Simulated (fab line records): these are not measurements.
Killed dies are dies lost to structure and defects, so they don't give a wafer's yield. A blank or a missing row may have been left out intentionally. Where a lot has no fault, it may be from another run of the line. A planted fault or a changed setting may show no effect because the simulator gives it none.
Shared-tool check :: flow berkeley cmos170 :: 14 lots and 42 wafers in the sample

REASON IT WAS OPENED
At UCB170_NLDD_TW_MEAS_11 the reading NLDD_TW is flagged on 2 of 14 lots. Wafers without a fault read 2211, standard deviation 20.
Rule: a lot is flagged when every wafer of it that has a number lies more than 4 standard deviations from that mean, or none has a number. The other lots count as sound.

lot: L132
measured: day 7 10:56
on: film metro-02
NLDD_TW, wafer by wafer: 2245 2253 2248
flag: 

lot: L133
measured: day 7 11:32
on: film metro-02
NLDD_TW, wafer by wafer: 2245 2245 2239
flag: 

lot: L135
measured: day 8 00:11
on: film metro-04
NLDD_TW, wafer by wafer: 2193 2200 2209
flag: 

lot: L134
measured: day 8 01:19
on: film metro-04
NLDD_TW, wafer by wafer: 2186 2189 2199
flag: 

lot: L136
measured: day 8 01:29
on: film metro-02
NLDD_TW, wafer by wafer: 2228 2214 2231
flag: 

lot: L137
measured: day 8 15:11
on: film metro-02
NLDD_TW, wafer by wafer: 2229 2225 2217
flag: 

lot: L138
measured: day 8 21:29
on: film metro-04
NLDD_TW, wafer by wafer: 2195 2196 2198
flag: 

lot: L139
measured: day 8 22:16
on: film metro-02
NLDD_TW, wafer by wafer: 2218 2224 2218
flag: 

lot: L144
measured: day 10 03:50
on: film metro-04
NLDD_TW, wafer by wafer: 2187 2191 2172
flag: 

lot: L146
measured: day 10 04:57
on: film metro-02
NLDD_TW, wafer by wafer: 3161 3165 3168
flag: FLAGGED

lot: L150
measured: day 10 17:11
on: film metro-02
NLDD_TW, wafer by wafer: 2231 2224 2215
flag: 

lot: L148
measured: day 10 17:27
on: film metro-04
NLDD_TW, wafer by wafer: 3104 3090 3125
flag: FLAGGED

lot: L151
measured: day 11 01:23
on: film metro-02
NLDD_TW, wafer by wafer: 2226 2218 2227
flag: 

lot: L153
measured: day 11 15:53
on: film metro-03
NLDD_TW, wafer by wafer: 2202 2203 2205
flag: 
The numbers of the flagged lots are 3136 on average: +924 against the usual, or +46 standard deviations.

WHICH TOOL EACH LOT WENT THROUGH
The record holds 3 process steps before the reading, out of a route of 331 steps. Cell contents, in order: the tool; ch with the chambers the sampled wafers went through; the start.
lot: L132
flag: 
UCB170_GATE_STRIP_16: plasma asher-02 ch 1, day 7 06:40
UCB170_NLDD_IMPLANT_08: implanter-02 ch 0, day 7 10:28
UCB170_NLDD_STRIP_10: plasma asher-04 ch 0,1, day 7 10:44

lot: L133
flag: 
UCB170_GATE_STRIP_16: plasma asher-02 ch 0,1, day 7 07:08
UCB170_NLDD_IMPLANT_08: implanter-01 ch 0, day 7 11:08
UCB170_NLDD_STRIP_10: plasma asher-04 ch 0,1, day 7 11:26

lot: L135
flag: 
UCB170_GATE_STRIP_16: plasma asher-04 ch 0,1, day 7 19:52
UCB170_NLDD_IMPLANT_08: implanter-02 ch 0, day 7 23:47
UCB170_NLDD_STRIP_10: plasma asher-04 ch 0,1, day 8 00:05

lot: L134
flag: 
UCB170_GATE_STRIP_16: plasma asher-03 ch 0,1, day 7 20:00
UCB170_NLDD_IMPLANT_08: implanter-03 ch 0, day 8 00:56
UCB170_NLDD_STRIP_10: plasma asher-02 ch 0,1, day 8 01:12

lot: L136
flag: 
UCB170_GATE_STRIP_16: plasma asher-02 ch 0,1, day 7 20:13
UCB170_NLDD_IMPLANT_08: implanter-01 ch 0, day 8 01:07
UCB170_NLDD_STRIP_10: plasma asher-01 ch 0,1, day 8 01:23

lot: L137
flag: 
UCB170_GATE_STRIP_16: plasma asher-03 ch 0, day 8 10:39
UCB170_NLDD_IMPLANT_08: implanter-01 ch 0, day 8 14:47
UCB170_NLDD_STRIP_10: plasma asher-02 ch 0,1, day 8 15:04

lot: L138
flag: 
UCB170_GATE_STRIP_16: plasma asher-02 ch 0,1, day 8 17:19
UCB170_NLDD_IMPLANT_08: implanter-01 ch 0, day 8 21:07
UCB170_NLDD_STRIP_10: plasma asher-04 ch 0,1, day 8 21:23

lot: L139
flag: 
UCB170_GATE_STRIP_16: plasma asher-03 ch 0,1, day 8 17:35
UCB170_NLDD_IMPLANT_08: implanter-02 ch 0, day 8 21:54
UCB170_NLDD_STRIP_10: plasma asher-04 ch 0,1, day 8 22:11

lot: L144
flag: 
UCB170_GATE_STRIP_16: plasma asher-04 ch 0,1, day 9 23:37
UCB170_NLDD_IMPLANT_08: implanter-02 ch 0, day 10 03:26
UCB170_NLDD_STRIP_10: plasma asher-01 ch 0,1, day 10 03:44

lot: L146
flag: FLAGGED
UCB170_GATE_STRIP_16: plasma asher-03 ch 0,1, day 10 00:20
UCB170_NLDD_IMPLANT_08: implanter-01 ch 0, day 10 04:34
UCB170_NLDD_STRIP_10: plasma asher-04 ch 0,1, day 10 04:50

lot: L150
flag: 
UCB170_GATE_STRIP_16: plasma asher-04 ch 0,1, day 10 13:11
UCB170_NLDD_IMPLANT_08: implanter-02 ch 0, day 10 16:50
UCB170_NLDD_STRIP_10: plasma asher-04 ch 0,1, day 10 17:05

lot: L148
flag: FLAGGED
UCB170_GATE_STRIP_16: plasma asher-02 ch 0,1, day 10 13:25
UCB170_NLDD_IMPLANT_08: implanter-01 ch 0, day 10 17:05
UCB170_NLDD_STRIP_10: plasma asher-02 ch 0,1, day 10 17:22

lot: L151
flag: 
UCB170_GATE_STRIP_16: plasma asher-04 ch 0,1, day 10 21:30
UCB170_NLDD_IMPLANT_08: implanter-02 ch 0, day 11 00:59
UCB170_NLDD_STRIP_10: plasma asher-02 ch 0,1, day 11 01:17

lot: L153
flag: 
UCB170_GATE_STRIP_16: plasma asher-02 ch 1, day 11 11:38
UCB170_NLDD_IMPLANT_08: implanter-03 ch 0, day 11 15:29
UCB170_NLDD_STRIP_10: plasma asher-02 ch 0,1, day 11 15:47
What the steps here do:
- UCB170_GATE_STRIP_16: strips in O2.
- UCB170_NLDD_IMPLANT_08
- UCB170_NLDD_STRIP_10: strips in O2.
- UCB170_NLDD_TW_MEAS_11

FLAGGED AGAINST TOTAL, ONE TOOL AT A TIME (gauges that did the reading follow at the end)
step: UCB170_GATE_STRIP_16
tool: plasma asher-02
lots run: 6
flagged: 1
share of the flagged lots: some
sound lots run after its first flagged lot: 1 (L153)

step: UCB170_GATE_STRIP_16
tool: plasma asher-03
lots run: 4
flagged: 1
share of the flagged lots: some
sound lots run after its first flagged lot: 0

step: UCB170_GATE_STRIP_16
tool: plasma asher-04
lots run: 4
flagged: 0
share of the flagged lots: none
sound lots run after its first flagged lot: -

step: UCB170_NLDD_IMPLANT_08
tool: implanter-01
lots run: 6
flagged: 2
share of the flagged lots: all
sound lots run after its first flagged lot: 0

step: UCB170_NLDD_IMPLANT_08
tool: implanter-02
lots run: 6
flagged: 0
share of the flagged lots: none
sound lots run after its first flagged lot: -

step: UCB170_NLDD_IMPLANT_08
tool: implanter-03
lots run: 2
flagged: 0
share of the flagged lots: none
sound lots run after its first flagged lot: -

step: UCB170_NLDD_STRIP_10
tool: plasma asher-01
lots run: 2
flagged: 0
share of the flagged lots: none
sound lots run after its first flagged lot: -

step: UCB170_NLDD_STRIP_10
tool: plasma asher-02
lots run: 5
flagged: 1
share of the flagged lots: some
sound lots run after its first flagged lot: 2 (L151,L153)

step: UCB170_NLDD_STRIP_10
tool: plasma asher-04
lots run: 7
flagged: 1
share of the flagged lots: some
sound lots run after its first flagged lot: 1 (L150)

step: UCB170_NLDD_TW_MEAS_11
tool: film metro-02
lots run: 8
flagged: 1
share of the flagged lots: some
sound lots run after its first flagged lot: 2 (L150,L151)

step: UCB170_NLDD_TW_MEAS_11
tool: film metro-03
lots run: 1
flagged: 0
share of the flagged lots: none
sound lots run after its first flagged lot: -

step: UCB170_NLDD_TW_MEAS_11
tool: film metro-04
lots run: 5
flagged: 1
share of the flagged lots: some
sound lots run after its first flagged lot: 0

WHAT THE TABLE ALLOWS
1 row of the table ran every flagged lot: implanter-01 at UCB170_NLDD_IMPLANT_08.
- implanter-01 at UCB170_NLDD_IMPLANT_08 ran 6 lots, 2 of them flagged. Last sound lot L138 at day 8 21:07, first flagged lot L146 at day 10 04:34; a fault beginning in between fits. Its own readings (beam on s, dose ions cm2, faraday current uA) fall more than 4 standard deviations out on all wafers of the flagged lots.
What remains is a single tool, implanter-01 at UCB170_NLDD_IMPLANT_08.

WHAT WAS PUT IN BY THE SIMULATOR
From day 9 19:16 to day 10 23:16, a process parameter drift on implanter-01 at UCB170_NLDD_IMPLANT_08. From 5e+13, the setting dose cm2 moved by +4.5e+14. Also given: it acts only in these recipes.
Lots struck among those shown: L146, L148. The same result came from the rule above.
